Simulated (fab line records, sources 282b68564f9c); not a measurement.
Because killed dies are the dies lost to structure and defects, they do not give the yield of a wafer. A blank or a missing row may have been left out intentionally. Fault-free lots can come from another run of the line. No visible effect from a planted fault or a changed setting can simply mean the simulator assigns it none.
fab line records || flow rit_cmos
record: {"lots": 14, "wafers": 42, "last_day": 7}
route steps=202 shown ACTIVE@2 M1@202
lots that met no fault: taken from a fault-free run of the same line
start_h: start of the lot's first displayed wafer, in hours after the record's first day || wait_h: hours from the lot's prior step to this one || " as in the row above || L1.1+2: a single row standing in for several wafers || - no value, or no start was given || * or withheld: withheld || < > ~ a bound
route shown NAME@n: a module of which the file shows steps, and the number in the route of the first || usual: mean and standard deviation over wafers with no fault || same: alike in all rows || chamber/n: place in a boat || sites: per-site readings || _std_site: standard deviation across them || _edge_site: the outer-site mean with the inner-site mean subtracted || radius_mm: how far each site lies from the wafer's centre || mask NAME#n: copy n || behind: the most recent tool/chamber to have shaped the wafer || hold: the reason the lot was held/the length of the hold in hours/how it ended || device: the n, p or np transistor that did not switch || end of line: tests run on the same wafers once the route is complete || a step given without rows: its recipe and nothing more || killed: at the first sort, the dies lost to defects and structure; wafer yield is something else || map: per-die view of a wafer (x killed, . not killed, _ where there is no die)
set.NAME: the setting the step ran with; set.NAME@STEP: the setting that earlier step ran with || model.NAME: the simulator's own value behind a step, which no gauge read
route steps across a sampled set of lots; one table per step, one row per wafer
services: from which hour (start_h, from the record's first day; less than 0 if before it) a tool's chamber was out of use, for how many hours, and why
== steps ==
step: RIT_ACTIVE_OXIDATION_01
recipe: {"temp_c": 994.5, "ambient": "O2", "target_thk_a": 468, "ox_time_s": 3360}
usual: {"ox_temp_c_max": "997.6/0.63", "spike_tc_source_C": "1019.1/1.4"}
{"lot.wafer": "L816.1", "tool": "furnace-04", "chamber": 0, "start_h": 11.04, "wait_h": 1.0, "ox_temp_c_max": 998.7, "spike_tc_source_C": 1020.9}
{"lot.wafer": "L816.4", "tool": "furnace-04", "chamber": 0, "start_h": 11.04, "wait_h": 1.0, "ox_temp_c_max": 998.9, "spike_tc_source_C": 1017.8}
{"lot.wafer": "L816.5", "tool": "furnace-04", "chamber": 0, "start_h": 11.04, "wait_h": 1.0, "ox_temp_c_max": 998.5, "spike_tc_source_C": 1018.6}
{"lot.wafer": "L817.2", "tool": "furnace-01", "chamber": 0, "start_h": 15.40, "wait_h": 0.4, "ox_temp_c_max": 997.4, "spike_tc_source_C": 1021.6}
{"lot.wafer": "L817.4", "tool": "furnace-01", "chamber": 0, "start_h": 15.40, "wait_h": 0.4, "ox_temp_c_max": 997.7, "spike_tc_source_C": 1020.2}
{"lot.wafer": "L817.6", "tool": "furnace-01", "chamber": 0, "start_h": 15.40, "wait_h": 0.4, "ox_temp_c_max": 996.6, "spike_tc_source_C": 1022.0}
{"lot.wafer": "L818.2", "tool": "furnace-04", "chamber": 0, "start_h": 20.93, "wait_h": 0.9, "ox_temp_c_max": 998.3, "spike_tc_source_C": 1019.4}
{"lot.wafer": "L818.3", "tool": "furnace-04", "chamber": 0, "start_h": 20.93, "wait_h": 0.9, "ox_temp_c_max": 996.7, "spike_tc_source_C": 1016.9}
{"lot.wafer": "L818.5", "tool": "furnace-04", "chamber": 0, "start_h": 20.93, "wait_h": 0.9, "ox_temp_c_max": 997.6, "spike_tc_source_C": 1019.2}
{"lot.wafer": "L819.1", "tool": "furnace-03", "chamber": 0, "start_h": 26.89, "wait_h": 1.9, "ox_temp_c_max": 997.4, "spike_tc_source_C": 1017.3}
{"lot.wafer": "L819.3", "tool": "furnace-03", "chamber": 0, "start_h": 26.89, "wait_h": 1.9, "ox_temp_c_max": 998.0, "spike_tc_source_C": 1016.4}
{"lot.wafer": "L819.4", "tool": "furnace-03", "chamber": 0, "start_h": 26.89, "wait_h": 1.9, "ox_temp_c_max": 997.0, "spike_tc_source_C": 1018.9}
{"lot.wafer": "L821.1", "tool": "furnace-01", "chamber": 0, "start_h": 38.81, "wait_h": 3.8, "ox_temp_c_max": 997.2, "spike_tc_source_C": 1021.4}
{"lot.wafer": "L821.2", "tool": "furnace-01", "chamber": 0, "start_h": 38.81, "wait_h": 3.8, "ox_temp_c_max": 997.1, "spike_tc_source_C": 1021.1}
{"lot.wafer": "L821.3", "tool": "furnace-01", "chamber": 0, "start_h": 38.81, "wait_h": 3.8, "ox_temp_c_max": 998.0, "spike_tc_source_C": 1018.0}
{"lot.wafer": "L822.2", "tool": "furnace-01", "chamber": 0, "start_h": 43.14, "wait_h": 3.1, "ox_temp_c_max": 997.9, "spike_tc_source_C": 1020.2}
{"lot.wafer": "L822.4", "tool": "furnace-01", "chamber": 0, "start_h": 43.14, "wait_h": 3.1, "ox_temp_c_max": 997.3, "spike_tc_source_C": 1020.6}
{"lot.wafer": "L822.5", "tool": "furnace-01", "chamber": 0, "start_h": 43.14, "wait_h": 3.1, "ox_temp_c_max": 996.8, "spike_tc_source_C": 1018.8}
{"lot.wafer": "L823.2", "tool": "furnace-04", "chamber": 0, "start_h": 45.17, "wait_h": 0.1, "ox_temp_c_max": 997.1, "spike_tc_source_C": 1016.9}
{"lot.wafer": "L823.4", "tool": "furnace-04", "chamber": 0, "start_h": 45.17, "wait_h": 0.1, "ox_temp_c_max": 997.2, "spike_tc_source_C": 1018.5}
{"lot.wafer": "L823.6", "tool": "furnace-04", "chamber": 0, "start_h": 45.17, "wait_h": 0.1, "ox_temp_c_max": 996.8, "spike_tc_source_C": 1019.6}
{"lot.wafer": "L824.1", "tool": "furnace-01", "chamber": 0, "start_h": 50.12, "wait_h": 0.1, "ox_temp_c_max": 997.7, "spike_tc_source_C": 1021.2}
{"lot.wafer": "L824.3", "tool": "furnace-01", "chamber": 0, "start_h": 50.12, "wait_h": 0.1, "ox_temp_c_max": 996.6, "spike_tc_source_C": 1021.8}
{"lot.wafer": "L824.5", "tool": "furnace-01", "chamber": 0, "start_h": 50.12, "wait_h": 0.1, "ox_temp_c_max": 997.4, "spike_tc_source_C": 1019.8}
{"lot.wafer": "L825.2", "tool": "furnace-03", "chamber": 0, "start_h": 56.66, "wait_h": 1.6, "ox_temp_c_max": 996.6, "spike_tc_source_C": 1016.9}
{"lot.wafer": "L825.4", "tool": "furnace-03", "chamber": 0, "start_h": 56.66, "wait_h": 1.6, "ox_temp_c_max": 997.6, "spike_tc_source_C": 1019.1}
{"lot.wafer": "L825.5", "tool": "furnace-03", "chamber": 0, "start_h": 56.66, "wait_h": 1.6, "ox_temp_c_max": 996.7, "spike_tc_source_C": 1019.2}
{"lot.wafer": "L826.4", "tool": "furnace-01", "chamber": 0, "start_h": 60.38, "wait_h": 0.3, "ox_temp_c_max": 997.6, "spike_tc_source_C": 1020.4}
{"lot.wafer": "L826.5", "tool": "furnace-01", "chamber": 0, "start_h": 60.38, "wait_h": 0.3, "ox_temp_c_max": 998.4, "spike_tc_source_C": 1021.7}
{"lot.wafer": "L826.6", "tool": "furnace-01", "chamber": 0, "start_h": 60.38, "wait_h": 0.3, "ox_temp_c_max": 997.9, "spike_tc_source_C": 1019.5}
{"lot.wafer": "L828.1", "tool": "furnace-03", "chamber": 0, "start_h": 70.12, "wait_h": 0.1, "ox_temp_c_max": 997.7, "spike_tc_source_C": 1017.4}
{"lot.wafer": "L828.4", "tool": "furnace-03", "chamber": 0, "start_h": 70.12, "wait_h": 0.1, "ox_temp_c_max": 996.9, "spike_tc_source_C": 1017.5}
{"lot.wafer": "L828.5", "tool": "furnace-03", "chamber": 0, "start_h": 70.12, "wait_h": 0.1, "ox_temp_c_max": 998.5, "spike_tc_source_C": 1018.1}
{"lot.wafer": "L834.1", "tool": "furnace-04", "chamber": 0, "start_h": 100.29, "wait_h": 0.3, "ox_temp_c_max": 996.8, "spike_tc_source_C": 1019.7}
{"lot.wafer": "L834.2", "tool": "furnace-04", "chamber": 0, "start_h": 100.29, "wait_h": 0.3, "ox_temp_c_max": 997.4, "spike_tc_source_C": 1017.3}
{"lot.wafer": "L834.3", "tool": "furnace-04", "chamber": 0, "start_h": 100.29, "wait_h": 0.3, "ox_temp_c_max": 998.2, "spike_tc_source_C": 1019.4}
{"lot.wafer": "L835.1", "tool": "furnace-03", "chamber": 0, "start_h": 107.68, "wait_h": 2.7, "ox_temp_c_max": 997.6, "spike_tc_source_C": 1016.1}
{"lot.wafer": "L835.2", "tool": "furnace-03", "chamber": 0, "start_h": 107.68, "wait_h": 2.7, "ox_temp_c_max": 997.8, "spike_tc_source_C": 1017.4}
{"lot.wafer": "L835.5", "tool": "furnace-03", "chamber": 0, "start_h": 107.68, "wait_h": 2.7, "ox_temp_c_max": 997.8, "spike_tc_source_C": 1019.2}
{"lot.wafer": "L838.1", "tool": "furnace-03", "chamber": 0, "start_h": 121.08, "wait_h": 1.1, "ox_temp_c_max": 997.4, "spike_tc_source_C": 1018.9}
{"lot.wafer": "L838.2", "tool": "furnace-03", "chamber": 0, "start_h": 121.08, "wait_h": 1.1, "ox_temp_c_max": 998.2, "spike_tc_source_C": 1018.7}
{"lot.wafer": "L838.4", "tool": "furnace-03", "chamber": 0, "start_h": 121.08, "wait_h": 1.1, "ox_temp_c_max": 997.4, "spike_tc_source_C": 1019.4}
step: RIT_ACTIVE_THK_MEAS_02
recipe: {"reads": "SiO2_of_ACTIVE_OXIDATION_01"}
usual: {"ACTIVE_OXIDE_THK": "43.9/0.92"}
{"lot.wafer": "L816.1", "tool": "film_metro-04", "chamber": "-", "start_h": 12.97, "wait_h": 0.0, "ACTIVE_OXIDE_THK[nm]": 43.1}
{"lot.wafer": "L816.4", "tool": "film_metro-04", "chamber": "-", "start_h": 12.97, "wait_h": 0.0, "ACTIVE_OXIDE_THK[nm]": 43.5}
{"lot.wafer": "L816.5", "tool": "film_metro-04", "chamber": "-", "start_h": 12.97, "wait_h": 0.0, "ACTIVE_OXIDE_THK[nm]": 43.5}
{"lot.wafer": "L817.2", "tool": "film_metro-04", "chamber": "-", "start_h": 17.34, "wait_h": 0.0, "ACTIVE_OXIDE_THK[nm]": 46.1}
{"lot.wafer": "L817.4", "tool": "film_metro-04", "chamber": "-", "start_h": 17.34, "wait_h": 0.0, "ACTIVE_OXIDE_THK[nm]": 45.7}
{"lot.wafer": "L817.6", "tool": "film_metro-04", "chamber": "-", "start_h": 17.34, "wait_h": 0.0, "ACTIVE_OXIDE_THK[nm]": 46.1}
{"lot.wafer": "L818.2", "tool": "film_metro-03", "chamber": "-", "start_h": 22.88, "wait_h": 0.0, "ACTIVE_OXIDE_THK[nm]": 42.9}
{"lot.wafer": "L818.3", "tool": "film_metro-03", "chamber": "-", "start_h": 22.88, "wait_h": 0.0, "ACTIVE_OXIDE_THK[nm]": 42.3}
{"lot.wafer": "L818.5", "tool": "film_metro-03", "chamber": "-", "start_h": 22.88, "wait_h": 0.0, "ACTIVE_OXIDE_THK[nm]": 42.8}
{"lot.wafer": "L819.1", "tool": "film_metro-03", "chamber": "-", "start_h": 28.82, "wait_h": 0.0, "ACTIVE_OXIDE_THK[nm]": 42.5}
{"lot.wafer": "L819.3", "tool": "film_metro-03", "chamber": "-", "start_h": 28.82, "wait_h": 0.0, "ACTIVE_OXIDE_THK[nm]": 44.5}
{"lot.wafer": "L819.4", "tool": "film_metro-03", "chamber": "-", "start_h": 28.82, "wait_h": 0.0, "ACTIVE_OXIDE_THK[nm]": 43.9}
{"lot.wafer": "L821.1", "tool": "film_metro-03", "chamber": "-", "start_h": 40.75, "wait_h": 0.0, "ACTIVE_OXIDE_THK[nm]": 43.9}
{"lot.wafer": "L821.2", "tool": "film_metro-03", "chamber": "-", "start_h": 40.75, "wait_h": 0.0, "ACTIVE_OXIDE_THK[nm]": 44.5}
{"lot.wafer": "L821.3", "tool": "film_metro-03", "chamber": "-", "start_h": 40.75, "wait_h": 0.0, "ACTIVE_OXIDE_THK[nm]": 44.6}
{"lot.wafer": "L822.2", "tool": "film_metro-03", "chamber": "-", "start_h": 45.10, "wait_h": 0.0, "ACTIVE_OXIDE_THK[nm]": 43.2}
{"lot.wafer": "L822.4", "tool": "film_metro-03", "chamber": "-", "start_h": 45.10, "wait_h": 0.0, "ACTIVE_OXIDE_THK[nm]": 44.5}
{"lot.wafer": "L822.5", "tool": "film_metro-03", "chamber": "-", "start_h": 45.10, "wait_h": 0.0, "ACTIVE_OXIDE_THK[nm]": 43.9}
{"lot.wafer": "L823.2", "tool": "film_metro-04", "chamber": "-", "start_h": 47.11, "wait_h": 0.0, "ACTIVE_OXIDE_THK[nm]": 44.3}
{"lot.wafer": "L823.4", "tool": "film_metro-04", "chamber": "-", "start_h": 47.11, "wait_h": 0.0, "ACTIVE_OXIDE_THK[nm]": 45.4}
{"lot.wafer": "L823.6", "tool": "film_metro-04", "chamber": "-", "start_h": 47.11, "wait_h": 0.0, "ACTIVE_OXIDE_THK[nm]": 44.8}
{"lot.wafer": "L824.1", "tool": "film_metro-02", "chamber": "-", "start_h": 52.05, "wait_h": 0.0, "ACTIVE_OXIDE_THK[nm]": 58.4}
{"lot.wafer": "L824.3", "tool": "film_metro-02", "chamber": "-", "start_h": 52.05, "wait_h": 0.0, "ACTIVE_OXIDE_THK[nm]": 58.6}
{"lot.wafer": "L824.5", "tool": "film_metro-02", "chamber": "-", "start_h": 52.05, "wait_h": 0.0, "ACTIVE_OXIDE_THK[nm]": 57.7}
{"lot.wafer": "L825.2", "tool": "film_metro-03", "chamber": "-", "start_h": 58.60, "wait_h": 0.0, "ACTIVE_OXIDE_THK[nm]": 43.1}
{"lot.wafer": "L825.4", "tool": "film_metro-03", "chamber": "-", "start_h": 58.60, "wait_h": 0.0, "ACTIVE_OXIDE_THK[nm]": 44.1}
{"lot.wafer": "L825.5", "tool": "film_metro-03", "chamber": "-", "start_h": 58.60, "wait_h": 0.0, "ACTIVE_OXIDE_THK[nm]": 43.0}
{"lot.wafer": "L826.4", "tool": "film_metro-04", "chamber": "-", "start_h": 62.34, "wait_h": 0.0, "ACTIVE_OXIDE_THK[nm]": 57.7}
{"lot.wafer": "L826.5", "tool": "film_metro-04", "chamber": "-", "start_h": 62.34, "wait_h": 0.0, "ACTIVE_OXIDE_THK[nm]": 58.3}
{"lot.wafer": "L826.6", "tool": "film_metro-04", "chamber": "-", "start_h": 62.34, "wait_h": 0.0, "ACTIVE_OXIDE_THK[nm]": 57.8}
{"lot.wafer": "L828.1", "tool": "film_metro-03", "chamber": "-", "start_h": 72.05, "wait_h": 0.0, "ACTIVE_OXIDE_THK[nm]": 43.4}
{"lot.wafer": "L828.4", "tool": "film_metro-03", "chamber": "-", "start_h": 72.05, "wait_h": 0.0, "ACTIVE_OXIDE_THK[nm]": 42.7}
{"lot.wafer": "L828.5", "tool": "film_metro-03", "chamber": "-", "start_h": 72.05, "wait_h": 0.0, "ACTIVE_OXIDE_THK[nm]": 43.4}
{"lot.wafer": "L834.1", "tool": "film_metro-03", "chamber": "-", "start_h": 102.23, "wait_h": 0.0, "ACTIVE_OXIDE_THK[nm]": 44.2}
{"lot.wafer": "L834.2", "tool": "film_metro-03", "chamber": "-", "start_h": 102.23, "wait_h": 0.0, "ACTIVE_OXIDE_THK[nm]": 42.9}
{"lot.wafer": "L834.3", "tool": "film_metro-03", "chamber": "-", "start_h": 102.23, "wait_h": 0.0, "ACTIVE_OXIDE_THK[nm]": 43.6}
{"lot.wafer": "L835.1", "tool": "film_metro-02", "chamber": "-", "start_h": 109.62, "wait_h": 0.0, "ACTIVE_OXIDE_THK[nm]": 42.4}
{"lot.wafer": "L835.2", "tool": "film_metro-02", "chamber": "-", "start_h": 109.62, "wait_h": 0.0, "ACTIVE_OXIDE_THK[nm]": 42.8}
{"lot.wafer": "L835.5", "tool": "film_metro-02", "chamber": "-", "start_h": 109.62, "wait_h": 0.0, "ACTIVE_OXIDE_THK[nm]": 42.1}
{"lot.wafer": "L838.1", "tool": "film_metro-03", "chamber": "-", "start_h": 123.01, "wait_h": 0.0, "ACTIVE_OXIDE_THK[nm]": 44.7}
{"lot.wafer": "L838.2", "tool": "film_metro-03", "chamber": "-", "start_h": 123.01, "wait_h": 0.0, "ACTIVE_OXIDE_THK[nm]": 44.1}
{"lot.wafer": "L838.4", "tool": "film_metro-03", "chamber": "-", "start_h": 123.01, "wait_h": 0.0, "ACTIVE_OXIDE_THK[nm]": 45.3}
step: RIT_M1_PROBE_99
usual: {"killed_at_contacts": "0.1/0.3", "killed_at_front_end": "6.7/2.6", "killed_dies": "6.8/2.6", "killed_open": "3.3/1.7", "killed_short": "3.4/2"}
same: {"gross_dies": 264, "killed_at_M0_to_M3": 0, "killed_at_M4_up": 0, "killed_at_back_side": 0, "killed_at_other": 0}
{"lot.wafer": "L838.1", "tool": "prober-01", "chamber": "-", "start_h": 171.80, "wait_h": 0.1, "killed_at_contacts": 0, "killed_at_front_end": 7, "killed_dies": 7, "killed_open": 5, "killed_short": 2}
{"lot.wafer": "L838.2", "tool": "prober-01", "chamber": "-", "start_h": 171.85, "wait_h": 0.1, "killed_at_contacts": 0, "killed_at_front_end": 9, "killed_dies": 9, "killed_open": 4, "killed_short": 5}
{"lot.wafer": "L838.4", "tool": "prober-01", "chamber": "-", "start_h": 171.95, "wait_h": 0.2, "killed_at_contacts": 0, "killed_at_front_end": 5, "killed_dies": 5, "killed_open": 2, "killed_short": 3}
killed by level:class
L838.1 SPACER:geometric_particle:open=2 FOX1:geometric_particle:open=1 GATE:geometric_particle:short=1 GATE:geometric_particle:open=1 REOX:geometric_particle:open=1 SPACER:geometric_particle:short=1
L838.2 REOX:geometric_particle:short=3 REOX:geometric_particle:open=2 FOX1:geometric_particle:open=1 FOX1:geometric_particle:short=1 GATE:geometric_particle:short=1 SILICIDE:geometric_particle:open=1
L838.4 GATE:geometric_particle:short=2 GATE:geometric_particle:open=1 REOX:geometric_particle:short=1 SILICIDE:geometric_particle:open=1
== services ==
{"tool": "furnace-04", "chamber": "-", "start_h": -12.74, "hours": 2.6, "kind": "pm"}
{"tool": "furnace-03", "chamber": "-", "start_h": -8.68, "hours": 3.3, "kind": "pm"}
{"tool": "furnace-03", "chamber": "-", "start_h": 35.74, "hours": 7.0, "kind": "pm"}
== key ==
first_sign: {"step": "RIT_ACTIVE_THK_MEAS_02", "reading": "ACTIVE_OXIDE_THK", "direction": "up", "sigmas": 15, "usual": 43.9, "struck": 58.1}
effect none on later readings
met_at RIT_ACTIVE_OXIDATION_01
struck_lots L824,L826
tester_left_out L824,L826
onset_between 43.14 50.12
fault: {"kind": "process_parameter_drift", "tool": "furnace-01", "chamber": "-", "onset_h": 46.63, "steps": "RIT_ACTIVE_OXIDATION_01", "channel": "ox_time_s", "offset": "*", "shape": "step", "end_h": 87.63, "acts_in": "*", "stated": "*"}
tester_left_out: of these lots the tester's yield and bins aren't shown, on N5 and GAA mostly nor the transistor test; their killed dies are dies lost to structure and defects alone, not to doping, threshold or leakage, so they don't give the yield
